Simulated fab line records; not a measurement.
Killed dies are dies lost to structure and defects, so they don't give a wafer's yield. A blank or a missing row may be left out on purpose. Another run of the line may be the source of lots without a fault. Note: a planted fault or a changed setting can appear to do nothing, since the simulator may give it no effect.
Comparing a struck lot with a sound one :: flow rit-cmos :: 32 out of 202 route steps
Sound: the wafers L567.1, L567.5, L567.6. Wafers L574.4, L574.5, L574.6 were the ones struck. The cause is given at the end.
Each step with rows lists, per side, the tool, then ch with its chambers, then its first start. Under that, the readings that differ: sound wafers :: struck wafers :: difference of the means :: sigmas: that difference in standard deviations of wafers without a fault.
alike: a reading whose means differ by less than 2 such deviations, as well as words and numbers matching on both sides. not compared: withheld readings; readings where some wafer has no value; bounds like >300 that might hide an equal value; numbers whose values overlap and for which the record gives no deviation.
The two part at a step that has a row with sigmas, a row that says differs or no value, or rows on one side only. Numbers that have no deviation but don't overlap get no sigmas and don't part them. Lack of a reading on every wafer of one side parts them only where that side has two or more wafers.

RIT_ACTIVE_BOW_MEAS_00:
  sound on film-metro-03, day 1 10:00; struck on film-metro-01, day 2 21:04
  alike: INCOMING_BOW
RIT_ACTIVE_OXIDATION_01: target thk 46.8 nm, ox time 3209 s.
  sound on furnace-04 ch 0, day 1 10:07; struck on furnace-01 ch 0, day 2 21:26
  alike: spike-tc-centre-C, tube_center_temp_C_max, zone-power-load-pct, zone-power-source-pct
RIT_ACTIVE_THK_MEAS_02:
  sound on film-metro-03, day 1 12:03; struck on film-metro-01, day 2 23:24
  alike: ACTIVE_OXIDE_THK
then, 1 step without rows for these wafers: RIT_ACTIVE_CVD_03 (deposits Si3N4 from SiH2Cl2/NH3, target thk 150 nm, time 1500 s).
RIT_ACTIVE_THK_MEAS_04:
  sound on film-metro-01, day 1 14:14; struck on film-metro-03, day 3 00:53
  alike: ACTIVE_NITRIDE_THK
then, 6 steps without rows for these wafers: RIT_ACTIVE_HMDS_05 (prime time 60 s); RIT_ACTIVE_COAT_06 (resist thk 1000 nm); RIT_ACTIVE_SOFTBAKE_07 (time 60 s); RIT_ACTIVE_EXPOSE_08 (exposes mask M1, target cd 1400 nm); RIT_ACTIVE_PEB_09; RIT_ACTIVE_DEVELOP_10 (develop time 50 s).
RIT_ACTIVE_CD_MEAS_11 targets a cd of 1400 nm.
  sound on cd-sem-01, day 1 15:09; struck on cd-sem-02, day 3 01:50
  alike: cd-nm
then, 1 step without rows for these wafers: RIT_ACTIVE_HARDBAKE_12 (time 60 s).
RIT_ACTIVE_ETCH_13: etches Si3N4 in SF6, stops on SiO2, time 210 s, target depth 210 nm.
  sound on rie-diel-01 ch 0,1, day 1 15:25; struck on rie-diel-04 ch 0,2,3, day 3 02:02
  alike: drypump-motor-current-A, oes-product-au, rf-fwd-power-W, throttle-valve-pct
  not compared: rf-hours-counter-h
RIT_ACTIVE_STRIP_14: strips in O2, time 180 s.
  sound on plasma-asher-01 ch 0,1, day 1 15:33; struck on plasma-asher-02 ch 0,1, day 3 02:16
  alike: drypump-motor-current-A
  not compared: rf-hours-counter-h
RIT_ACTIVE_CD_MEAS_90 targets a cd of 1400 nm.
  sound on cd-sem-02, day 1 15:44; struck on cd-sem-01, day 3 02:27
  alike: cd-nm
then, 4 steps without rows for these wafers: RIT_ACTIVE_CLEAN_15 (cleans in SC1, time 600 s); RIT_ACTIVE_CLEAN_16 (cleans in dHF, time 30 s); RIT_ACTIVE_CLEAN_17 (cleans in SC2, time 600 s); RIT_FOX1_OXIDATION_00 (target thk 350.7 nm, ox time 1130 s).
RIT_FOX1_THK_MEAS_01:
  sound on film-metro-02, day 1 17:32; struck on film-metro-04, day 3 04:13
  alike: FOX1_OXIDE_THK
then, 2 steps without rows for these wafers: RIT_FOX1_WET_ETCH_02 (etches SiO2 in BOE, target depth 350 nm, time 390 s); RIT_FOX2_OXIDATION_00 (target thk 350.7 nm, ox time 1130 s).
RIT_FOX2_THK_MEAS_01:
  sound on film-metro-02, day 1 19:02; struck on film-metro-04, day 3 05:43
  alike: FOX2_OXIDE_THK
then, 2 steps without rows for these wafers: RIT_FOX2_CLEAN_02 (cleans in dHF, time 180 s); RIT_FOX2_WET_ETCH_03 (etches Si3N4 in H3PO4, target depth 195 nm, time 2700 s).
RIT_FOX2_THK_MEAS_90:
  sound on film-metro-02, day 1 19:56; struck on film-metro-04, day 3 06:35
  alike: FIELD_OXIDE_LEFT_1_THK
then, 4 steps without rows for these wafers: RIT_NWELL_HMDS_00 (prime time 61.01 s); RIT_NWELL_COAT_01 (resist thk 1300 nm); RIT_NWELL_SOFTBAKE_02 (time 60 s); RIT_NWELL_EXPOSE_03 (exposes mask M2, target cd 43900 nm).
RIT_M1_PROBE_99:
  sound on prober-02, day 3 08:58; struck on prober-02, day 4 20:31
reading: killed-at-front-end
sound: 9 7 7
struck: 65 82 79
difference: +68
sigmas: +21

reading: killed-dies
sound: 9 7 7
struck: 65 82 79
difference: +68
sigmas: +21

reading: killed-on-rim
sound: 3 2 3
struck: 16 21 20
difference: +16
sigmas: +11
  alike: killed-at-contacts, killed-open, killed-short

== WHERE THEY PART ==
RIT_M1_PROBE_99 only, going by this record.

WHY: the cause the simulator had injected
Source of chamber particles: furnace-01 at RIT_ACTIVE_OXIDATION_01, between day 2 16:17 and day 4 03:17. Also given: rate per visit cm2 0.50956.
